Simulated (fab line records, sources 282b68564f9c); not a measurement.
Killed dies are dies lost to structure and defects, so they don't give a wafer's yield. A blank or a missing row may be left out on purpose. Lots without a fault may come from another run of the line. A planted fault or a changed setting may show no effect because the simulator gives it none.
A struck lot beside a sound one | flow rit_cmos | 34 steps out of a route of 202
Sound: wafers L639.1, L639.4, L639.6. Struck: wafers L640.2, L640.3, L640.5. The cause comes at the end.
At each step with rows: each side's tool, then ch and its chambers, then its first start. Under that, the readings that differ: sound wafers | struck wafers | difference of the means | sigmas: that difference in standard deviations of wafers without a fault.
alike: readings whose means differ by less than 2 such deviations, and words and numbers that are the same on both sides. not compared: withheld readings, readings that some wafer has no value for, bounds like >300 that may hide the same value, and numbers for which the record gives no deviation and whose values overlap.
The two part at a step that has a row with sigmas, a row that says differs or no value, or rows on one side only. Numbers that don't overlap but have no deviation are shown without sigmas and don't part them. A reading that every wafer of one side lacks parts them only if that side has two wafers or more.

first, 2 steps without rows for these wafers: RIT_SPACER_CLEAN_02 (cleans in SC2, time 600 s); RIT_SPACER_CVD_03 (deposits Si3N4 from SiH2Cl2/NH3, target thk 250 nm, time 3300 s).
RIT_SPACER_THK_MEAS_04:
  sound on film_metro-01, day 4 01:10; struck on film_metro-04, day 4 01:11
  alike: SPACER_NITRIDE_THK
RIT_SPACER_ETCHBACK_05: etches Si3N4 in SF6/CHF3, stops on SiO2, target depth 250 nm, time 240 s.
  sound on rie_diel-02 ch 1,3, day 4 01:14; struck on rie_diel-04 ch 0,2, day 4 01:14
  alike: chamber_pressure_mTorr, drypump_motor_current_A, oes_product_au, throttle_valve_pct
  not compared: rf_hours_counter_h
then, 6 steps without rows for these wafers: RIT_NSD_HMDS_00 (prime time 60 s); RIT_NSD_COAT_01 (resist thk 1000 nm); RIT_NSD_SOFTBAKE_02 (time 60 s); RIT_NSD_EXPOSE_03 (exposes mask M9, target cd 40700 nm); RIT_NSD_PEB_04; RIT_NSD_DEVELOP_05 (develop time 50 s).
RIT_NSD_OVL_MEAS_06:
  sound on overlay-02, day 4 02:22; struck on overlay-02, day 4 02:39
  reading      | sound         | struck         | difference | sigmas
  NSD_OVL (nm) | -0.1 -1.2 0.5 | -2.1 -2.4 -3.5 | -2.4       | -2
then, 1 step without rows for these wafers: RIT_NSD_HARDBAKE_07 (time 60 s).
RIT_NSD_IMPLANT_08:
  sound on implanter-03 ch 0, day 4 02:35; struck on implanter-02 ch 0, day 4 02:51
  reading                   | sound                | struck               | difference | sigmas
  beam_energy_keV           | 24.994 24.991 24.998 | 17.518 17.505 17.517 | -7.481     | -99 or more
  model.implant.rp_nm (nm)  | 32.73 32.73 32.73    | 25.57 25.57 25.57    | -7.16      |
  model.implant.drp_nm (nm) | 14.84 14.84 14.84    | 11.96 11.96 11.96    | -2.88      |
  alike: tilt_deg
RIT_NSD_STRIP_09: strips in O2, time 180 s.
  sound on plasma_asher-03 ch 0,1, day 4 02:44; struck on plasma_asher-01 ch 0,1, day 4 02:59
  alike: chamber_pressure_mTorr, drypump_motor_current_A
  not compared: rf_hours_counter_h
RIT_NSD_TW_MEAS_10:
  sound on film_metro-04, day 4 02:55; struck on film_metro-02, day 4 03:10
  reading | sound          | struck         | difference | sigmas
  NSD_TW  | 3080 3079 3093 | 2849 2849 2862 | -231       | -9
then, 6 steps without rows for these wafers: RIT_PSD_HMDS_00 (prime time 60 s); RIT_PSD_COAT_01 (resist thk 1000 nm); RIT_PSD_SOFTBAKE_02 (time 60 s); RIT_PSD_EXPOSE_03 (exposes mask M10, target cd 40900 nm); RIT_PSD_PEB_04; RIT_PSD_DEVELOP_05 (develop time 50 s).
RIT_PSD_OVL_MEAS_06:
  sound on overlay-02, day 4 03:52; struck on overlay-02, day 4 04:33
  alike: PSD_OVL
then, 2 steps without rows for these wafers: RIT_PSD_HARDBAKE_07 (time 60 s); RIT_PSD_IMPLANT_08.
RIT_PSD_STRIP_09: strips in O2, time 180 s.
  sound on plasma_asher-02 ch 0,1, day 4 04:16; struck on plasma_asher-02 ch 0,1, day 4 04:53
  alike: chamber_pressure_mTorr, drypump_motor_current_A
  not compared: rf_hours_counter_h
RIT_PSD_TW_MEAS_10:
  sound on film_metro-02, day 4 04:26; struck on film_metro-01, day 4 05:04
  alike: PSD_TW
then, 3 steps without rows for these wafers: RIT_SDANNEAL_CLEAN_00 (cleans in SC1, time 600 s); RIT_SDANNEAL_CLEAN_01 (cleans in dHF, time 30 s); RIT_SDANNEAL_CLEAN_02 (cleans in SC2, time 600 s).
RIT_SDANNEAL_RTA_03: time 5 s.
  sound on rtp_anneal-02 ch 0, day 4 04:53; struck on rtp_anneal-01 ch 0, day 4 05:29
  alike: ramp_down_c_per_s, wafer_temp_C_max
RIT_SDANNEAL_RS_MEAS_04: measures by four-point-probe.
  sound on film_metro-04, day 4 04:57; struck on film_metro-02, day 4 05:34
  alike: PSD_RS
RIT_SDANNEAL_RS_MEAS_05: measures by four-point-probe.
  sound on film_metro-04, day 4 05:04; struck on film_metro-02, day 4 05:41
  reading         | sound          | struck         | difference | sigmas
  NSD_RS (ohm/sq) | 84.1 84.4 84.7 | 87.7 87.9 88.0 | +3.5       | +11
RIT_SDANNEAL_RS_MEAS_06: measures by four-point-probe.
  sound on film_metro-04, day 4 05:11; struck on film_metro-02, day 4 05:48
  alike: PLDD_RS
RIT_M1_PROBE_99:
  sound on prober-02, day 4 12:43; struck on prober-02, day 4 14:16
  reading                                    | sound                | struck               | difference | sigmas
  killed_short                               | 8 6 6                | 2 2 2                | -5         | -3
  model.etest.nmos_0p3.r_on_ohm_um           | 2120 2146 2119       | 2164 2155 2157       | +30        |
  model.etest.nmos_0p15.r_on_ohm_um          | 1120 1117 1119       | 1166 1136 1167       | +38        |
  model.etest.contact_nplus.end_ohm_um       | 40.68 41.51 41.45    | 54.1 52.34 52.77     | +11.9      |
  model.etest.nmos_0p15.junction_log10_a_um  | -13.53 -13.54 -13.23 | -12.95 -13.1 -13.18  | +0.36      |
  model.etest.nmos_narrow.off_log10_a_um     | -13.17 -13.23 -13.21 | -12.83 -12.76 -12.88 | +0.38      |
  model.etest.gate_end_array.leak_log10_a_um | -12.91 -12.98 -12.67 | -12.53 -12.6 -12.54  | +0.30      |
  model.etest.nmos_0p3.off_log10_a_um        | -13.1 -13.13 -12.88  | -12.72 -12.72 -12.81 | +0.29      |
  model.etest.diode_nplus_comb.cj_ff_um2     | 2.629 2.652 2.656    | 2.6 2.554 2.583      | -0.1       |
  alike: killed_at_contacts, killed_at_front_end, killed_dies, killed_open

WHERE THEY PART
First at RIT_NSD_OVL_MEAS_06; last, within this record, at RIT_M1_PROBE_99.

WHY: what the simulator had put in
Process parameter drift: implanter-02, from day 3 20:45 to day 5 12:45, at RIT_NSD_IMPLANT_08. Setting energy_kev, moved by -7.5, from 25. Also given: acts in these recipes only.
